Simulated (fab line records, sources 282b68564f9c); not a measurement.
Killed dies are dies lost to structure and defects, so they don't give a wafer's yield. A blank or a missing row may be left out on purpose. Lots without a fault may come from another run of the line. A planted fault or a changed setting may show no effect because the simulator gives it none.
fab line records | flow rit_cmos | part 1 of 2: steps 1 to 32 of 45
record lots=5 wafers=15 last_day=7
route steps=202 shown NWELL@36 PWELL@39 WELLDRIVE@50 NRETRO@53 PRETRO@64 GATE@75 FOX2@80
lots that met no fault: from a run of the same line without faults
start_h: hours from the record's first day to the start of the lot's first wafer shown | wait_h: hours since the lot's step before | " the same as in the row above | L1.1+2: a row that stands for several wafers | - no value, or no start given | * or withheld: withheld | < > ~ a bound
route shown NAME@n: a module of which the file shows steps, and the number in the route of the first | usual: mean/standard deviation of fault-free wafers | same: alike in all rows | chamber/n: place in a boat | sites: the reading at each site | _std_site: their standard deviation | _edge_site: outer sites' mean less inner sites' | radius_mm: how far each site lies from the wafer's centre | mask NAME#n: copy n | behind: the tool/chamber that last shaped the wafer | hold: why the lot was held/for how many hours/how that ended | device: the transistor (n, p or np) that didn't switch | end of line: the same wafers' tests at the end of the route | a step without rows: its recipe alone | killed: dies lost to structure and defects at the first sort, not the wafer's yield | map: a wafer's dies, x killed, . not, _ none there
set.NAME: the setting as run; set.NAME@STEP: as run at that earlier step | model.NAME: the simulator's own value behind a step, which no gauge read
lots at some steps of the route; a table a step, a row a wafer
services: from which hour (start_h, from the record's first day; less than 0 if before it) a tool's chamber was out of use, for how many hours, and why
## steps
# step RIT_NWELL_IMPLANT_08
# recipe species=P energy_kev=170 dose_cm2=5e+13 tilt_deg=7
# usual dose_ions_cm2=5e+13/5.3e+10
# columns lot.wafer tool chamber start_h wait_h dose_ions_cm2
L074.1 implanter-01 0 20.84 0.2 5.002e+13
L074.2 " 0 " " 5.001e+13
L074.4 " 0 " " 4.997e+13
L082.3 implanter-02 0 61.19 0.2 4.999e+13
L082.4 " 0 " " 4.999e+13
L082.6 " 0 " " 4.997e+13
L087.1 implanter-02 0 86.07 0.2 5.008e+13
L087.2 " 0 " " 5.011e+13
L087.3 " 0 " " 5.002e+13
L089.1 implanter-02 0 97.33 0.2 4.998e+13
L089.4 " 0 " " 5.005e+13
L089.6 " 0 " " 4.997e+13
L094.1 implanter-01 0 120.77 0.2 5.001e+13
L094.3 " 0 " " 5.007e+13
L094.4 " 0 " " 5.01e+13
# step RIT_NWELL_STRIP_09
# recipe chemistry=O2 time_s=180 resist=NOVOLAK platen_temp_c=withheld power_w=500 pressure_mtorr=4000 o2_flow_sccm=4000
# usual chamber_pressure_mTorr=3999/3.6 drypump_motor_current_A=6.0/0.62 rf_refl_power_W=6.5/1.3
# columns lot.wafer tool chamber start_h wait_h chamber_pressure_mTorr drypump_motor_current_A rf_hours_counter_h rf_refl_power_W
L074.1 plasma_asher-03 0 20.99 0.1 4003 4.8 35 8.1
L074.2 " 1 " " 3997 6.2 35 5.2
L074.4 " 0 " " 4005 4.8 - 7.5
L082.3 plasma_asher-03 0 61.35 0.1 3995 4.9 - 7.9
L082.4 " 1 " " 4003 6.2 - 5.5
L082.6 " 0 " " 4001 4.9 - 7.7
L087.1 plasma_asher-02 0 86.22 0.1 4000 6.6 45 6.1
L087.2 " 1 " " 4002 5.9 45 8.3
L087.3 " 1 " " 3996 5.9 - 8.5
L089.1 plasma_asher-03 0 97.48 0.1 4004 4.8 43 7.8
L089.4 " 1 " " 3997 6.2 - 5.5
L089.6 " 0 " " 3999 4.9 - 7.6
L094.1 plasma_asher-02 1 120.92 0.1 3995 5.9 50 8.1
L094.3 " 1 " " 4001 5.9 - 8.0
L094.4 " 0 " " 4002 6.7 - 5.5
# step RIT_NWELL_TW_MEAS_10
# usual NWELL_TW=2137/16
# columns lot.wafer tool chamber start_h wait_h NWELL_TW
L074.1 film_metro-04 - 21.16 0.1 2143
L074.2 " - " " 2124
L074.4 " - " " 2134
L082.3 film_metro-04 - 61.48 0.1 2140
L082.4 " - " " 2144
L082.6 " - " " 2138
L087.1 film_metro-01 - 86.40 0.1 2119
L087.2 " - " " 2125
L087.3 " - " " 2122
L089.1 film_metro-03 - 97.66 0.1 2153
L089.4 " - " " 2143
L089.6 " - " " 2159
L094.1 film_metro-03 - 121.09 0.1 2170
L094.3 " - " " 2158
L094.4 " - " " 2139
# step RIT_PWELL_HMDS_00
# recipe prime_time_s=60 prime_temp_c=140
# columns lot.wafer tool chamber start_h wait_h
L074.1+2+4 litho_track-02 0 21.31 0.1
L082.3+4+6 litho_track-03 0 61.57 0.1
L087.1+2+3 litho_track-03 0 86.46 0.1
L089.1+4+6 litho_track-03 0 97.72 0.1
L094.1+3+4 litho_track-02 0 121.15 0.1
# step RIT_PWELL_COAT_01
# recipe resist=NOVOLAK spin_rpm=2000 resist_thk_nm=1300
# columns lot.wafer tool chamber start_h wait_h
L074.1+2+4 litho_track-02 0 21.46 0.1
L082.3+4+6 litho_track-03 0 61.72 0.1
L087.1+2+3 litho_track-03 0 86.61 0.1
L089.1+4+6 litho_track-03 0 97.87 0.1
L094.1+3+4 litho_track-02 0 121.30 0.1
# step RIT_PWELL_SOFTBAKE_02
# recipe resist=NOVOLAK temp_c=90 time_s=60
# columns lot.wafer tool chamber start_h wait_h
L074.1+2+4 litho_track-02 0 21.61 0.1
L082.3+4+6 litho_track-03 0 61.87 0.1
L087.1+2+3 litho_track-03 0 86.76 0.1
L089.1+4+6 litho_track-03 0 98.02 0.1
L094.1+3+4 litho_track-02 0 121.45 0.1
# step RIT_PWELL_EXPOSE_03
# recipe mask_id=M3 na=0.57 target_cd_nm=43700 dose_mj=250
# usual stage_vel_mm_s=500.02/0.22
# columns lot.wafer tool chamber start_h wait_h mask stage_vel_mm_s
L074.1 iline_stepper-01 0 21.88 0.2 M3#0 500.08
L074.2 " 0 " " M3#0 500.00
L074.4 " 0 " " M3#0 500.07
L082.3 iline_stepper-01 0 62.14 0.2 M3#0 500.00
L082.4 " 0 " " M3#0 500.11
L082.6 " 0 " " M3#0 499.85
L087.1 iline_stepper-02 0 86.91 0.1 M3#0 500.38
L087.2 " 0 " " M3#0 500.21
L087.3 " 0 " " M3#0 500.34
L089.1 iline_stepper-01 0 98.29 0.2 M3#0 500.10
L089.4 " 0 " " M3#0 500.09
L089.6 " 0 " " M3#0 500.09
L094.1 iline_stepper-02 0 121.60 0.1 M3#0 500.18
L094.3 " 0 " " M3#0 500.34
L094.4 " 0 " " M3#0 500.03
# step RIT_PWELL_PEB_04
# recipe resist=NOVOLAK temp_c=withheld time_s=withheld
# columns lot.wafer tool chamber start_h wait_h
L074.1+2+4 litho_track-01 0 22.00 0.1
L082.3+4+6 litho_track-02 0 62.26 0.1
L087.1+2+3 litho_track-03 0 87.02 0.1
L089.1+4+6 litho_track-03 0 98.41 0.1
L094.1+3+4 litho_track-01 0 121.72 0.1
# step RIT_PWELL_DEVELOP_05
# recipe resist=NOVOLAK develop_time_s=68 dev_temp_c=23
# columns lot.wafer tool chamber start_h wait_h
L074.1+2+4 litho_track-01 0 - -
L082.3+4+6 litho_track-02 0 - -
L087.1+2+3 litho_track-03 0 - -
L089.1+4+6 litho_track-03 0 - -
L094.1+3+4 litho_track-01 0 - -
# step RIT_PWELL_OVL_MEAS_06
# usual PWELL_OVL=-0.2/1.5
# columns lot.wafer tool chamber start_h wait_h PWELL_OVL[nm]
L074.1 overlay-01 - 22.31 - -0.5
L074.2 " - " " 1.3
L074.4 " - " " -0.2
L082.3 overlay-01 - 62.54 - -0.4
L082.4 " - " " -1.3
L082.6 " - " " -1.8
L087.1 overlay-01 - 87.34 - 1.5
L087.2 " - " " -0.2
L087.3 " - " " 1.1
L089.1 overlay-01 - 98.72 - 1.0
L089.4 " - " " 0.0
L089.6 " - " " 1.5
L094.1 overlay-02 - 122.03 - -1.0
L094.3 " - " " -1.8
L094.4 " - " " -1.9
# step RIT_PWELL_HARDBAKE_07
# recipe resist=NOVOLAK temp_c=140 time_s=120
# columns lot.wafer tool chamber start_h wait_h
L074.1+2+4 litho_track-02 0 22.35 0.0
L082.3+4+6 litho_track-01 0 62.65 0.1
L087.1+2+3 litho_track-03 0 87.37 0.0
L089.1+4+6 litho_track-03 0 98.76 0.0
L094.1+3+4 litho_track-02 0 122.07 0.0
# step RIT_PWELL_IMPLANT_08
# recipe species=B energy_kev=170 dose_cm2=6.857e+13 tilt_deg=7
# usual dose_ions_cm2=6.858e+13/6.8e+10
# columns lot.wafer tool chamber start_h wait_h dose_ions_cm2
L074.1 implanter-04 0 22.60 0.2 6.867e+13
L074.2 " 0 " " 6.86e+13
L074.4 " 0 " " 6.865e+13
L082.3 implanter-01 0 62.86 0.2 6.849e+13
L082.4 " 0 " " 6.848e+13
L082.6 " 0 " " 6.858e+13
L087.1 implanter-03 0 87.62 0.2 6.865e+13
L087.2 " 0 " " 6.873e+13
L087.3 " 0 " " 6.871e+13
L089.1 implanter-03 0 99.01 0.2 6.861e+13
L089.4 " 0 " " 6.851e+13
L089.6 " 0 " " 6.854e+13
L094.1 implanter-04 0 122.32 0.2 6.867e+13
L094.3 " 0 " " 6.863e+13
L094.4 " 0 " " 6.866e+13
# step RIT_PWELL_STRIP_09
# recipe chemistry=O2 time_s=180 resist=NOVOLAK platen_temp_c=withheld power_w=500 pressure_mtorr=4000 o2_flow_sccm=4000
# usual chamber_pressure_mTorr=4000/3.7 drypump_motor_current_A=5.8/0.55 rf_refl_power_W=6.1/1.4
# columns lot.wafer tool chamber start_h wait_h chamber_pressure_mTorr drypump_motor_current_A rf_hours_counter_h rf_refl_power_W
L074.1 plasma_asher-02 0 22.75 0.1 4005 6.7 39 5.6
L074.2 " 1 " " 3999 5.9 39 7.9
L074.4 " 1 " " 4001 5.9 - 8.0
L082.3 plasma_asher-02 1 63.02 0.1 4000 5.9 - 8.2
L082.4 " 0 " " 4004 6.7 - 5.9
L082.6 " 0 " " 4005 6.7 - 5.8
L087.1 plasma_asher-03 1 87.77 0.1 3995 6.2 42 5.3
L087.2 " 0 " " 4001 4.8 42 7.9
L087.3 " 1 " " 3998 6.2 - 5.4
L089.1 plasma_asher-02 1 99.16 0.1 3997 5.9 47 8.3
L089.4 " 0 " " 3997 6.6 - 5.9
L089.6 " 1 " " 4011 5.9 - 8.2
L094.1 plasma_asher-02 0 122.47 0.1 4001 6.7 50 5.5
L094.3 " 0 " " 4001 6.7 - 5.4
L094.4 " 1 " " 4003 5.9 - 8.3
# step RIT_PWELL_TW_MEAS_10
# usual PWELL_TW=946/7.6
# columns lot.wafer tool chamber start_h wait_h PWELL_TW
L074.1 film_metro-01 - 22.92 0.1 947
L074.2 " - " " 941
L074.4 " - " " 945
L082.3 film_metro-01 - 63.16 0.1 930
L082.4 " - " " 935
L082.6 " - " " 934
L087.1 film_metro-04 - 87.95 0.1 934
L087.2 " - " " 936
L087.3 " - " " 928
L089.1 film_metro-01 - 99.33 0.1 943
L089.4 " - " " 940
L089.6 " - " " 943
L094.1 film_metro-03 - 122.64 0.1 949
L094.3 " - " " 951
L094.4 " - " " 954
# step RIT_WELLDRIVE_ANNEAL_00
# recipe temp_c=1100 time_s=14700 ambient=N2
# usual zone_power_load_pct=39/5.7
# columns lot.wafer tool chamber start_h wait_h zone_power_load_pct
L074.1 furnace-03 0 22.98 0.1 34
L074.2 " 0 " " 33
L074.4 " 0 " " 33
L082.3 furnace-04 0 63.96 0.8 45
L082.4 " 0 " " 45
L082.6 " 0 " " 45
L087.1 furnace-03 0 88.01 0.1 34
L087.2 " 0 " " 33
L087.3 " 0 " " 33
L089.1 furnace-02 0 99.39 0.1 45
L089.4 " 0 " " 45
L089.6 " 0 " " 44
L094.1 furnace-03 0 122.71 0.1 33
L094.3 " 0 " " 33
L094.4 " 0 " " 33
# step RIT_WELLDRIVE_RS_MEAS_01
# recipe thk_meas_gauge=four-point-probe
# usual NWELL_RS=275.4/0.92
# columns lot.wafer tool chamber start_h wait_h NWELL_RS[ohm/sq]
L074.1 film_metro-03 - 28.07 0.0 275.2
L074.2 " - " " 275.0
L074.4 " - " " 274.6
L082.3 film_metro-01 - 69.08 0.0 273.8
L082.4 " - " " 274.1
L082.6 " - " " 273.1
L087.1 film_metro-04 - 93.09 0.0 276.7
L087.2 " - " " 276.0
L087.3 " - " " 275.8
L089.1 film_metro-04 - 104.48 0.0 276.7
L089.4 " - " " 275.8
L089.6 " - " " 275.7
L094.1 film_metro-01 - 127.79 0.0 275.4
L094.3 " - " " 275.5
L094.4 " - " " 276.1
# step RIT_WELLDRIVE_RS_MEAS_02
# recipe thk_meas_gauge=four-point-probe
# usual PWELL_RS=435.1/1.3
# columns lot.wafer tool chamber start_h wait_h PWELL_RS[ohm/sq]
L074.1 film_metro-03 - 28.19 0.1 435.5
L074.2 " - " " 436.3
L074.4 " - " " 434.9
L082.3 film_metro-01 - 69.20 0.1 434.6
L082.4 " - " " 434.8
L082.6 " - " " 435.5
L087.1 film_metro-04 - 93.21 0.1 437.4
L087.2 " - " " 436.4
L087.3 " - " " 436.8
L089.1 film_metro-04 - 104.60 0.1 434.5
L089.4 " - " " 434.5
L089.6 " - " " 434.7
L094.1 film_metro-01 - 127.91 0.1 437.1
L094.3 " - " " 436.0
L094.4 " - " " 436.1
# step RIT_NRETRO_HMDS_00
# recipe prime_time_s=60 prime_temp_c=140
# columns lot.wafer tool chamber start_h wait_h
L074.1+2+4 litho_track-01 0 28.31 0.1
L082.3+4+6 litho_track-04 0 69.33 0.1
L087.1+2+3 litho_track-02 0 93.33 0.1
L089.1+4+6 litho_track-02 0 104.72 0.1
L094.1+3+4 litho_track-02 0 128.03 0.1
# step RIT_NRETRO_COAT_01
# recipe resist=NOVOLAK spin_rpm=2000 resist_thk_nm=1300
# columns lot.wafer tool chamber start_h wait_h
L074.1+2+4 litho_track-01 0 28.46 0.1
L082.3+4+6 litho_track-04 0 69.48 0.1
L087.1+2+3 litho_track-02 0 93.48 0.1
L089.1+4+6 litho_track-02 0 104.87 0.1
L094.1+3+4 litho_track-02 0 128.18 0.1
# step RIT_NRETRO_SOFTBAKE_02
# recipe resist=NOVOLAK temp_c=90 time_s=60
# columns lot.wafer tool chamber start_h wait_h
L074.1+2+4 litho_track-01 0 28.61 0.1
L082.3+4+6 litho_track-04 0 69.63 0.1
L087.1+2+3 litho_track-02 0 93.63 0.1
L089.1+4+6 litho_track-02 0 105.02 0.1
L094.1+3+4 litho_track-02 0 128.33 0.1
# step RIT_NRETRO_EXPOSE_03
# recipe mask_id=M4 na=0.57 target_cd_nm=43900 dose_mj=250
# usual stage_vel_mm_s=500.00/0.27
# columns lot.wafer tool chamber start_h wait_h mask stage_vel_mm_s
L074.1 iline_stepper-02 0 28.88 0.2 M4#0 500.17
L074.2 " 0 " " M4#0 500.10
L074.4 " 0 " " M4#0 500.03
L082.3 iline_stepper-02 0 69.90 0.2 M4#0 499.73
L082.4 " 0 " " M4#0 500.28
L082.6 " 0 " " M4#0 499.68
L087.1 iline_stepper-02 0 93.91 0.2 M4#0 499.80
L087.2 " 0 " " M4#0 500.10
L087.3 " 0 " " M4#0 500.02
L089.1 iline_stepper-02 0 105.17 0.1 M4#0 500.03
L089.4 " 0 " " M4#0 499.79
L089.6 " 0 " " M4#0 499.78
L094.1 iline_stepper-02 0 128.61 0.2 M4#0 499.87
L094.3 " 0 " " M4#0 499.60
L094.4 " 0 " " M4#0 499.59
# step RIT_NRETRO_PEB_04
# recipe resist=NOVOLAK temp_c=withheld time_s=withheld
# columns lot.wafer tool chamber start_h wait_h
L074.1+2+4 litho_track-02 0 29.00 0.1
L082.3+4+6 litho_track-04 0 70.02 0.1
L087.1+2+3 litho_track-01 0 94.02 0.1
L089.1+4+6 litho_track-02 0 105.28 0.1
L094.1+3+4 litho_track-01 0 128.72 0.1
# step RIT_NRETRO_DEVELOP_05
# recipe resist=NOVOLAK develop_time_s=68 dev_temp_c=23
# columns lot.wafer tool chamber start_h wait_h
L074.1+2+4 litho_track-02 0 - -
L082.3+4+6 litho_track-04 0 - -
L087.1+2+3 litho_track-01 0 - -
L089.1+4+6 litho_track-02 0 - -
L094.1+3+4 litho_track-01 0 - -
# step RIT_NRETRO_OVL_MEAS_06
# usual NRETRO_OVL=-0.6/1.5
# columns lot.wafer tool chamber start_h wait_h NRETRO_OVL[nm]
L074.1 overlay-01 - 29.31 - -0.1
L074.2 " - " " -1.3
L074.4 " - " " -1.3
L082.3 overlay-02 - 70.30 - -0.3
L082.4 " - " " -1.7
L082.6 " - " " -0.7
L087.1 overlay-01 - 94.34 - 0.2
L087.2 " - " " -0.9
L087.3 " - " " -3.3
L089.1 overlay-02 - 105.60 - -1.6
L089.4 " - " " -0.4
L089.6 " - " " -1.4
L094.1 overlay-02 - 129.04 - 1.9
L094.3 " - " " 1.3
L094.4 " - " " 2.2
# step RIT_NRETRO_HARDBAKE_07
# recipe resist=NOVOLAK temp_c=140 time_s=120
# columns lot.wafer tool chamber start_h wait_h
L074.1+2+4 litho_track-04 0 29.35 0.0
L082.3+4+6 litho_track-02 0 70.45 0.1
L087.1+2+3 litho_track-01 0 94.37 0.0
L089.1+4+6 litho_track-02 0 105.63 0.0
L094.1+3+4 litho_track-02 0 129.07 0.0
# step RIT_NRETRO_IMPLANT_08
# recipe species=P energy_kev=70 dose_cm2=1.02e+13 tilt_deg=7
# usual dose_ions_cm2=1.0198e+13/9.6e+09
# columns lot.wafer tool chamber start_h wait_h dose_ions_cm2
L074.1 implanter-02 0 29.60 0.2 1.0199e+13
L074.2 " 0 " " 1.0207e+13
L074.4 " 0 " " 1.0201e+13
L082.3 implanter-03 0 70.67 0.2 1.021e+13
L082.4 " 0 " " 1.0203e+13
L082.6 " 0 " " 1.0199e+13
L087.1 implanter-02 0 94.62 0.2 1.0195e+13
L087.2 " 0 " " 1.0192e+13
L087.3 " 0 " " 1.0187e+13
L089.1 implanter-03 0 105.88 0.2 1.0191e+13
L089.4 " 0 " " 1.0206e+13
L089.6 " 0 " " 1.019e+13
L094.1 implanter-02 0 129.32 0.2 1.0184e+13
L094.3 " 0 " " 1.021e+13
L094.4 " 0 " " 1.0182e+13
# step RIT_NRETRO_STRIP_09
# recipe chemistry=O2 time_s=180 resist=NOVOLAK platen_temp_c=withheld power_w=500 pressure_mtorr=4000 o2_flow_sccm=4000
# usual chamber_pressure_mTorr=4000/3.7 drypump_motor_current_A=5.9/0.5 rf_refl_power_W=5.9/1.3
# columns lot.wafer tool chamber start_h wait_h chamber_pressure_mTorr drypump_motor_current_A rf_hours_counter_h rf_refl_power_W
L074.1 plasma_asher-02 0 29.75 0.1 3997 6.6 39 5.6
L074.2 " 1 " " 4005 5.9 39 8.1
L074.4 " 0 " " 3999 6.7 - 5.9
L082.3 plasma_asher-02 1 70.82 0.1 4002 5.9 - 8.0
L082.4 " 0 " " 3999 6.6 - 5.4
L082.6 " 1 " " 4001 5.9 - 8.2
L087.1 plasma_asher-02 0 94.77 0.1 4003 6.6 46 5.6
L087.2 " 1 " " 4002 5.9 46 8.6
L087.3 " 0 " " 3999 6.7 - 5.5
L089.1 plasma_asher-04 1 106.03 0.1 4002 5.3 32 4.1
L089.4 " 0 " " 4008 5.7 - 5.9
L089.6 " 1 " " 3998 5.3 - 4.3
L094.1 plasma_asher-01 0 129.47 0.1 4001 6.7 1 6.2
L094.3 " 0 " " 4001 6.7 - 6.2
L094.4 " 1 " " 4001 5.9 - 5.1
# step RIT_NRETRO_TW_MEAS_10
# usual NRETRO_TW=1049/5.9
# columns lot.wafer tool chamber start_h wait_h NRETRO_TW
L074.1 film_metro-04 - 30.06 0.3 1062
L074.2 " - " " 1051
L074.4 " - " " 1052
L082.3 film_metro-04 - 70.96 0.1 1053
L082.4 " - " " 1052
L082.6 " - " " 1054
L087.1 film_metro-01 - 94.95 0.1 1050
L087.2 " - " " 1050
L087.3 " - " " 1054
L089.1 film_metro-04 - 106.21 0.1 1055
L089.4 " - " " 1057
L089.6 " - " " 1056
L094.1 film_metro-04 - 129.65 0.1 1060
L094.3 " - " " 1058
L094.4 " - " " 1064
# step RIT_PRETRO_HMDS_00
# recipe prime_time_s=60 prime_temp_c=140
# columns lot.wafer tool chamber start_h wait_h
L074.1+2+4 litho_track-04 0 30.12 0.1
L082.3+4+6 litho_track-04 0 71.05 0.1
L087.1+2+3 litho_track-04 0 95.01 0.1
L089.1+4+6 litho_track-04 0 106.27 0.1
L094.1+3+4 litho_track-03 0 129.71 0.1
# step RIT_PRETRO_COAT_01
# recipe resist=NOVOLAK spin_rpm=2000 resist_thk_nm=1300
# columns lot.wafer tool chamber start_h wait_h
L074.1+2+4 litho_track-04 0 30.27 0.1
L082.3+4+6 litho_track-04 0 71.20 0.1
L087.1+2+3 litho_track-04 0 95.16 0.1
L089.1+4+6 litho_track-04 0 106.42 0.1
L094.1+3+4 litho_track-03 0 129.86 0.1
# step RIT_PRETRO_SOFTBAKE_02
# recipe resist=NOVOLAK temp_c=90 time_s=60
# columns lot.wafer tool chamber start_h wait_h
L074.1+2+4 litho_track-04 0 30.42 0.1
L082.3+4+6 litho_track-04 0 71.35 0.1
L087.1+2+3 litho_track-04 0 95.31 0.1
L089.1+4+6 litho_track-04 0 106.57 0.1
L094.1+3+4 litho_track-03 0 130.01 0.1
# step RIT_PRETRO_EXPOSE_03
# recipe mask_id=M5 na=0.57 target_cd_nm=43700 dose_mj=250
# usual stage_vel_mm_s=500.05/0.25
# columns lot.wafer tool chamber start_h wait_h mask stage_vel_mm_s
L074.1 iline_stepper-02 0 30.69 0.2 M5#0 499.94
L074.2 " 0 " " M5#0 500.35
L074.4 " 0 " " M5#0 499.84
L082.3 iline_stepper-02 0 71.49 0.1 M5#0 500.12
L082.4 " 0 " " M5#0 499.59
L082.6 " 0 " " M5#0 499.81
L087.1 iline_stepper-01 0 95.58 0.2 M5#0 499.73
L087.2 " 0 " " M5#0 499.72
L087.3 " 0 " " M5#0 499.45
L089.1 iline_stepper-02 0 106.84 0.2 M5#0 500.06
L089.4 " 0 " " M5#0 500.10
L089.6 " 0 " " M5#0 500.03
L094.1 iline_stepper-01 0 130.16 0.1 M5#0 499.86
L094.3 " 0 " " M5#0 500.04
L094.4 " 0 " " M5#0 499.66
